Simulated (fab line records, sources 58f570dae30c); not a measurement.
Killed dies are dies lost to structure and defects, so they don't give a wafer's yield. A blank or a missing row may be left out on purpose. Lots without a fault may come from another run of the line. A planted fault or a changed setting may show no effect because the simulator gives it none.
One fault seen from 2 desks | flow berkeley_cmos170 | each desk has only its own numbers; what lay behind them comes last

THE METROLOGY DESK
What the gauges read, lot by lot, whatever tool the lot ran on: means of the sampled wafers that have a number. A lot is out of limits, marked OUT, if its mean lies more than 4 standard deviations from the usual mean; the brackets give that distance.
Columns: A = NSD_TW at UCB170_NSD_TW_MEAS_10, usual 4241; B = NSD_RS at UCB170_SDANNEAL_RS_MEAS_03, usual 37.27 ohm/sq
lot  | first seen here | A    | B
L763 | day 6 09:07     | 4179 | 37.32
L764 | day 6 10:01     | 4151 | 37.37
L767 | day 7 02:21     | 4338 | 37.27
L766 | day 7 02:28     | 4200 | 37.17
L765 | day 7 02:42     | 4148 | 37.23
L768 | day 7 16:04     | 4315 | 37.33
L772 | day 8 17:48     | 4237 | 37.20
L773 | day 8 18:01     | 4463 | 35.84 (-16) OUT
L777 | day 9 14:26     | 4220 | 37.27
L776 | day 9 14:49     | 4493 | 35.82 (-16) OUT
L782 | day 10 13:29    | 4243 | 37.22
L783 | day 11 04:38    | 4357 | 37.38
L784 | day 11 08:43    | 4202 | 37.22
L785 | day 11 09:52    | 4347 | 37.36
This desk's finding: out of limits on L773, L776; first on L773, day 8 22:31 (NSD_RS at UCB170_SDANNEAL_RS_MEAS_03). In limits: L763, L764, L767, L766, L765, L768, L772, L777, L782, L783, L784, L785.

THE TOOL OWNER'S DESK: implanter-02
The tool's own readings at UCB170_NSD_IMPLANT_08: means of the sampled wafers that have a number, for each lot that ran on this tool. A lot is out of limits, marked OUT, if its mean lies more than 4 standard deviations from the usual mean; the brackets give that distance.
Columns: A = beam_energy_keV at UCB170_NSD_IMPLANT_08, usual 39.999; B = beam_on_s at UCB170_NSD_IMPLANT_08, usual 10.00 s
lot  | first seen here | A                        | B
L763 | day 6 08:52     | 39.991                   | 9.86
L764 | day 6 09:48     | 40.005                   | 9.94
L767 | day 7 02:07     | 39.999                   | 9.90
L773 | day 8 17:46     | 45.199 (+99 or more) OUT | 10.11
L776 | day 9 14:34     | 45.183 (+99 or more) OUT | 9.99
This desk's finding: out of limits on L773, L776; first on L773, day 8 17:46 (beam_energy_keV at UCB170_NSD_IMPLANT_08). In limits: L763, L764, L767.

PUT TOGETHER
The tool owner's desk could have raised an alarm at day 8 17:46, on L773, L776.
The metrology desk could have raised an alarm at day 8 22:31, on L773, L776.
Of the lots named, all ran UCB170_NSD_IMPLANT_08 on implanter-02.

WHAT THE SIMULATOR HAD PUT IN
Process parameter drift: implanter-02, from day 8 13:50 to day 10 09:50, at UCB170_NSD_IMPLANT_08. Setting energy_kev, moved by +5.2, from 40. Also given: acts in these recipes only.
Lots struck among those shown: L773, L776.
Hours from the fault's start to each desk's first reading out of limits: the tool owner's desk, 4; the metrology desk, 9.
